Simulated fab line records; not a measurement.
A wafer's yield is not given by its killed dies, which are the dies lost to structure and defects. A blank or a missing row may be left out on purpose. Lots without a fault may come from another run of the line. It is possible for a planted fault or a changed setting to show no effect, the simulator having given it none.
Which tool was responsible? / flow berkeley cmos170 / 14 lots, 42 wafers sampled, at 2 steps of a route of 331

== WHAT EACH GAUGE READ, for each wafer ==
UCB170_M1_CD_MEAS_09: target cd 700 nm.
lot=L659; measured=day 7 19:11; on=cd sem-01; cd nm (nm)=697.5 698.5 696.7
lot=L661; measured=day 7 19:29; on=cd sem-01; cd nm (nm)=698.9 699.2 700.1
lot=L660; measured=day 7 21:14; on=cd sem-01; cd nm (nm)=702.0 702.4 701.7
lot=L663; measured=day 8 01:04; on=cd sem-01; cd nm (nm)=698.6 698.9 699.9
lot=L664; measured=day 8 01:40; on=cd sem-01; cd nm (nm)=699.5 698.9 699.7
lot=L666; measured=day 8 18:38; on=cd sem-01; cd nm (nm)=700.6 700.4 700.7
lot=L665; measured=day 8 19:14; on=cd sem-01; cd nm (nm)=700.0 700.4 699.6
lot=L667; measured=day 9 00:49; on=cd sem-01; cd nm (nm)=701.5 700.5 700.5
lot=L668; measured=day 9 01:05; on=cd sem-02; cd nm (nm)=697.1 697.7 699.2
lot=L669; measured=day 9 13:34; on=cd sem-02; cd nm (nm)=700.6 700.3 699.5
lot=L670; measured=day 9 20:17; on=cd sem-01; cd nm (nm)=701.5 703.7 702.6
lot=L675; measured=day 11 00:28; on=cd sem-01; cd nm (nm)=708.6 707.6 707.0
lot=L678; measured=day 11 17:10; on=cd sem-02; cd nm (nm)=701.4 702.7 701.9
lot=L680; measured=day 11 17:25; on=cd sem-02; cd nm (nm)=707.8 708.4 709.5

== WHAT TOOL EACH LOT RAN ON (gives the tool, then ch and the chambers of the sampled wafers, and finally the start) ==
lot=L659; UCB170_M1_COAT_04=litho track-01 ch 0, day 7 18:00
lot=L661; UCB170_M1_COAT_04=litho track-01 ch 0, day 7 18:00
lot=L660; UCB170_M1_COAT_04=litho track-02 ch 0, day 7 20:00
lot=L663; UCB170_M1_COAT_04=litho track-02 ch 0, day 8 00:00
lot=L664; UCB170_M1_COAT_04=litho track-02 ch 0, day 8 00:00
lot=L666; UCB170_M1_COAT_04=litho track-02 ch 0, day 8 17:00
lot=L665; UCB170_M1_COAT_04=litho track-03 ch 0, day 8 18:00
lot=L667; UCB170_M1_COAT_04=litho track-02 ch 0, day 8 23:00
lot=L668; UCB170_M1_COAT_04=litho track-03 ch 0, day 9 00:00
lot=L669; UCB170_M1_COAT_04=litho track-02 ch 0, day 9 12:00
lot=L670; UCB170_M1_COAT_04=litho track-02 ch 0, day 9 19:00
lot=L675; UCB170_M1_COAT_04=litho track-03 ch 0, day 10 23:00
lot=L678; UCB170_M1_COAT_04=litho track-01 ch 0, day 11 15:00
lot=L680; UCB170_M1_COAT_04=litho track-03 ch 0, day 11 16:00
- UCB170_M1_COAT_04: resist thk 911.6 nm.

== AS READ BY THE TOOLS THEMSELVES (means over the sampled wafers that have a number; for cases with no such wafer, the mark the record gives instead) ==
UCB170_M1_COAT_04.
lot=L659; tool=litho track-01; exhaust pa (Pa)=45.8; spin speed rpm (rpm)=1500.6
lot=L661; tool=litho track-01; exhaust pa (Pa)=45.2; spin speed rpm (rpm)=1501.0
lot=L660; tool=litho track-02; exhaust pa (Pa)=44.9; spin speed rpm (rpm)=1500.5
lot=L663; tool=litho track-02; exhaust pa (Pa)=45.1; spin speed rpm (rpm)=1500.0
lot=L664; tool=litho track-02; exhaust pa (Pa)=46.1; spin speed rpm (rpm)=1500.9
lot=L666; tool=litho track-02; exhaust pa (Pa)=45.6; spin speed rpm (rpm)=1500.3
lot=L665; tool=litho track-03; exhaust pa (Pa)=45.1; spin speed rpm (rpm)=1500.6
lot=L667; tool=litho track-02; exhaust pa (Pa)=44.5; spin speed rpm (rpm)=1498.8
lot=L668; tool=litho track-03; exhaust pa (Pa)=45.2; spin speed rpm (rpm)=1500.1
lot=L669; tool=litho track-02; exhaust pa (Pa)=44.2; spin speed rpm (rpm)=1498.8
lot=L670; tool=litho track-02; exhaust pa (Pa)=45.7; spin speed rpm (rpm)=1499.6
lot=L675; tool=litho track-03; exhaust pa (Pa)=45.1; spin speed rpm (rpm)=1012.1
lot=L678; tool=litho track-01; exhaust pa (Pa)=44.1; spin speed rpm (rpm)=1501.1
lot=L680; tool=litho track-03; exhaust pa (Pa)=43.8; spin speed rpm (rpm)=1013.8

== THE ANSWER, worked out from the rows above alone ==
Rule: what is usual is taken from the lots themselves. Put in order of their means at a reading, lots are off if they are a third of the lots or fewer, leave a main group of 4 or more, and stand apart from it by a gap of 3 or more times the standard deviation of the main group's means; of several such gaps the widest counts. Not used: any main group whose means are identical at the precision the tables above print for the reading. A lot without any number at a reading at which 4 lots or more have one is off too. Where the step has rows for the other lots, those lots are counted as sound. First the gauges in route order, then the tools' own readings, where a lot's mean is used as printed above. The first step at which some lot is off is used, and at that step the reading that is off furthest; a lot without a number counts as furthest.
Off: L675, L680 (UCB170_M1_CD_MEAS_09, cd nm). Mean 700.1 nm and standard deviation 1.5 in the main group.
A tool fits if, at a process step before that reading, it ran every lot that is off, and no sound lot after the first of them. The gauges at UCB170_M1_CD_MEAS_09 aren't tried: what is off there is off at UCB170_M1_COAT_04 too, on other tools, and a gauge's error can't cause that. One fits: UCB170_M1_COAT_04 on litho track-03. A fault onset in the window from L668 (day 9 00:00, its last sound lot) to L675 (day 10 23:00, its first lot off) fits.
The tool's own readings at UCB170_M1_COAT_04 bear it out: on the lots that are off they differ by more than 5 times the standard deviation of the sound lots' means. spin speed rpm reads 1013.0 rpm there against 1500.2 rpm on the sound lots.

== WHAT HAD BEEN PUT IN BY THE SIMULATOR ==
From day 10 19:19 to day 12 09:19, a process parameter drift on litho track-03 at UCB170_M1_COAT_04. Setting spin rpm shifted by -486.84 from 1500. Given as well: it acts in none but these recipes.
Lots struck among those shown: L675, L680. This agrees with what the rule above found.
